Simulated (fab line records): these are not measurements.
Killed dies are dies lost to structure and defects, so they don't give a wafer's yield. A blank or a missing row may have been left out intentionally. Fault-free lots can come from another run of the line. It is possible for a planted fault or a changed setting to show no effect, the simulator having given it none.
Problem report in the 8D (eight disciplines) form, filled by code / flow ritCmos / the parts of the form that need people (team, actions taken, sign-off) are left out

1. THE PROBLEM
At RIT_NRETRO_SOFTBAKE_02, heaterPowerTotalW averages 32.30 W over 6 wafers from 2 lots, while fault-free wafers read 34.56 W, standard deviation 0.047. Relative to the usual mean, that is a shift of -48 standard deviations.
The step: time 60 s.
First seen on wafer L297.1, day 4 08:44, on lithoTrack-02. The record has a number at this step for 18 wafers belonging to 6 lots. Rule for "out" (also "out of limits"): further than 4 standard deviations from the usual mean. All remaining wafers that have a number are taken as sound.

2. WHAT IT IS; WHAT IT IS NOT
question=which readings at this step | is=heaterPowerTotalW, plateTempC | is not=-
question=which lots | is=L297, L300 | is not=L306, L308, L309, L310
question=which wafers of those lots | is=all that have a number | is not=-
question=read on which tools | is=lithoTrack-02 | is not=lithoTrack-01, lithoTrack-04
question=when | is=from day 4 08:44 | is not=up to then (0 sound wafers); but 12 sound wafers of L306, L308, L309, L310 came after

3. THE SUSPECTS, EACH WITH WHAT RULES IT OUT
Counting: a tool at any process step up to the reading remains a suspect when it ran all the lots that are out and ran no sound lot after the first of those.
- lithoTrack-02 at RIT_NRETRO_SOFTBAKE_02 (time 60 s): kept. It ran every lot that is out, first L297 (day 4 08:44), and no sound lot after that. Out on those wafers are its own readings of heaterPowerTotalW, plateTempC.
The count leaves lithoTrack-02 at RIT_NRETRO_SOFTBAKE_02.

4. THE CAUSE (what the simulator had put in)
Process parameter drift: lithoTrack-02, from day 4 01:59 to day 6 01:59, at RIT_NRETRO_SOFTBAKE_02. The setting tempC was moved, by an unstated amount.
This tool alone remained once counting was done.

5. THE EFFECT CHAIN, in route order
Rows list readings where the struck wafers' mean (over those with a number) sits beyond 3 standard deviations from the usual. Only readings for which the record gives a usual standard deviation are gone through. hours: the time from each lot's start at the first step in this table that gives one to its start at this step, as a median over the lots. sigmas: the change in usual standard deviations.
hours=0; step=RIT_NRETRO_SOFTBAKE_02; reading=heaterPowerTotalW; usual=34.56 W; on struck wafers=32.30; change=-2.26; sigmas=-48
hours=0; step=RIT_NRETRO_SOFTBAKE_02; reading=plateTempC; usual=90.01 C; on struck wafers=85.87; change=-4.14; sigmas=-35
It contains these process steps:
- RIT_NRETRO_SOFTBAKE_02: time 60 s.
Later measuring or inspecting steps at which every struck wafer that the step has a row for has a number for every such reading, and none has moved that far: RIT_NRETRO_OVL_MEAS_06.

6. HOW IT WOULD HAVE BEEN CAUGHT EARLIER
In this record no reading fell out of limits until day 4 08:44, 7 hours after the fault had begun at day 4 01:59.
